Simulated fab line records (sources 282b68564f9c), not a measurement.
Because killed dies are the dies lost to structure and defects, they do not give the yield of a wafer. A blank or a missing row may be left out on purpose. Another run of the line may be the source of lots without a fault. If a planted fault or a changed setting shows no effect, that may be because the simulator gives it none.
Which tool is to blame? | flow rit_cmos | Sampling: 11 lots, 33 wafers, 2 of 202 route steps

== WHAT THE GAUGES READ, wafer by wafer ==
RIT_NWELL_TW_MEAS_10.
lot  | measured    | on            | NWELL_TW
L227 | day 1 21:55 | film_metro-02 | 2145 2144 2140
L228 | day 2 03:03 | film_metro-01 | 2146 2144 2142
L229 | day 2 09:10 | film_metro-01 | 2143 2150 2145
L237 | day 4 01:20 | film_metro-03 | 2042 2029 2049
L238 | day 4 05:41 | film_metro-01 | 2051 2046 2068
L240 | day 4 15:26 | film_metro-02 | 2138 2162 2148
L242 | day 5 00:08 | film_metro-01 | 2126 2146 2139
L246 | day 6 00:26 | film_metro-01 | 2137 2132 2133
L247 | day 6 01:38 | film_metro-02 | 2153 2150 2142
L249 | day 6 12:14 | film_metro-02 | 2147 2153 2148
L250 | day 6 19:22 | film_metro-03 | 2133 2141 2131

== EACH LOT AND THE TOOL THAT RAN IT (in order: tool; ch and the chambers of the sampled wafers; start) ==
lot  | RIT_NWELL_IMPLANT_08
L227 | implanter-01 ch 0, day 1 21:37
L228 | implanter-03 ch 0, day 2 02:44
L229 | implanter-03 ch 0, day 2 08:51
L237 | implanter-03 ch 0, day 4 01:04
L238 | implanter-03 ch 0, day 4 05:22
L240 | implanter-02 ch 0, day 4 15:07
L242 | implanter-02 ch 0, day 4 23:49
L246 | implanter-01 ch 0, day 6 00:08
L247 | implanter-02 ch 0, day 6 01:19
L249 | implanter-02 ch 0, day 6 11:55
L250 | implanter-02 ch 0, day 6 19:04
- RIT_NWELL_IMPLANT_08

== THE ANSWER, worked out from the rows above alone ==
Rule: usual is defined by the lots themselves. Put in order of their means at a reading, lots are off if they are a third of the lots or fewer, leave a main group of 4 or more, and stand apart from it by a gap of 3 or more times the standard deviation of the main group's means; of several such gaps the widest counts. Not used: any main group whose means are identical at the precision the tables above print for the reading. A lot without any number at a reading at which 4 lots or more have one is off too. Any other lot the step has rows for is counted as sound.
Off: at RIT_NWELL_TW_MEAS_10 (NWELL_TW), L237, L238. Main group: mean 2143, sd 5.8.
If a tool, at a process step before that reading, ran all the lots that are off and no sound lot after the first of them, it fits. Those tools and the gauges at RIT_NWELL_TW_MEAS_10 are tried in the same way. One fits: implanter-03 at RIT_NWELL_IMPLANT_08. A fault onset in the window from L229 (day 2 08:51, its last sound lot) to L237 (day 4 01:04, its first lot off) fits.

== WHAT HAD BEEN PUT IN BY THE SIMULATOR ==
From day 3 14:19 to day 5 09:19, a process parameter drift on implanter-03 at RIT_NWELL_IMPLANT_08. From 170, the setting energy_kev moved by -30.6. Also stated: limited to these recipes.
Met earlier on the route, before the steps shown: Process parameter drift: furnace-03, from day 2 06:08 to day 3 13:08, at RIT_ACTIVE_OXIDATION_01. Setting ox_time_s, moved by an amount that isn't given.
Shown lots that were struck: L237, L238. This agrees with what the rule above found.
